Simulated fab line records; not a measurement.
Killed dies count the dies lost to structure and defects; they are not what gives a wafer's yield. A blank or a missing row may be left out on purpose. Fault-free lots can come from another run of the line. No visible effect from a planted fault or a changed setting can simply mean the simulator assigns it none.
8D (eight disciplines) problem report, filled in by code	flow berkeley_cmos170	the parts of the form that need people (team, actions taken, sign-off) are left out

== 1. THE ISSUE ==
At UCB170_SILICIDE_RTA_04, wafer_temp_C_max averages 648.1 over 6 wafers from 2 lots, while fault-free wafers read 652.6, standard deviation 0.64. Measured from the usual mean, that is -7.1 standard deviations.
The step: time 15 s.
First observed at day 8 08:29: wafer L283.2, on rtp_anneal-01. The record has a number at this step for 18 wafers belonging to 6 lots. By rule, "out" or "out of limits" means more than 4 standard deviations away from the usual mean. Any other wafer with a number is counted as sound.

== 2. WHAT IT IS, WHAT IT ISN'T ==
question	is	is not
which readings at this step	wafer_temp_C_max	lamp_power_pct
which lots	L282, L283	L273, L276, L291, L294
which wafers of those lots	all that have a number	-
read on which tools	rtp_anneal-01	rtp_anneal-02
when	from day 8 08:29	up to then (6 sound wafers); but 6 sound wafers of L291, L294 came after

== 3. SUSPECTS, AND WHAT RULES EACH OUT ==
Counting: any tool at a process step up to the reading is kept as a suspect provided that every lot that is out went through it and no sound lot did after the first of them.
- rtp_anneal-01 at UCB170_SILICIDE_RTA_04 (time 15 s): kept. It ran every lot that is out, first L283 (day 8 08:29), and no sound lot after that. On those wafers its own readings are out: wafer_temp_C_max.
Remaining after the count: rtp_anneal-01 at UCB170_SILICIDE_RTA_04.

== 4. THE CAUSE (what the simulator had put in) ==
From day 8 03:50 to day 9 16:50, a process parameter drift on rtp_anneal-01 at UCB170_SILICIDE_RTA_04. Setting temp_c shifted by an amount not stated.
The count eliminated every tool but this one.

== 5. SEQUENCE OF EFFECTS, ordered by route ==
Each row: a reading where the mean over the struck wafers with a number is more than 3 standard deviations away from the usual. Only readings whose record carries a usual standard deviation are examined. hours: median over the lots of the time between each lot's start at the first step of this table that gives one and its start at this step. sigmas: the change, counted in usual standard deviations.
hours	step	reading	usual	on struck wafers	change	sigmas
0	UCB170_SILICIDE_RTA_04	wafer_temp_C_max	652.6	648.1	-4.5	-7.1
Here are the process steps it includes:
- UCB170_SILICIDE_RTA_04: time 15 s.

== 6. WHAT WOULD HAVE CAUGHT IT SOONER ==
In this record the first reading out of limits was taken at day 8 08:29, 5 hours after the fault began at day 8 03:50.
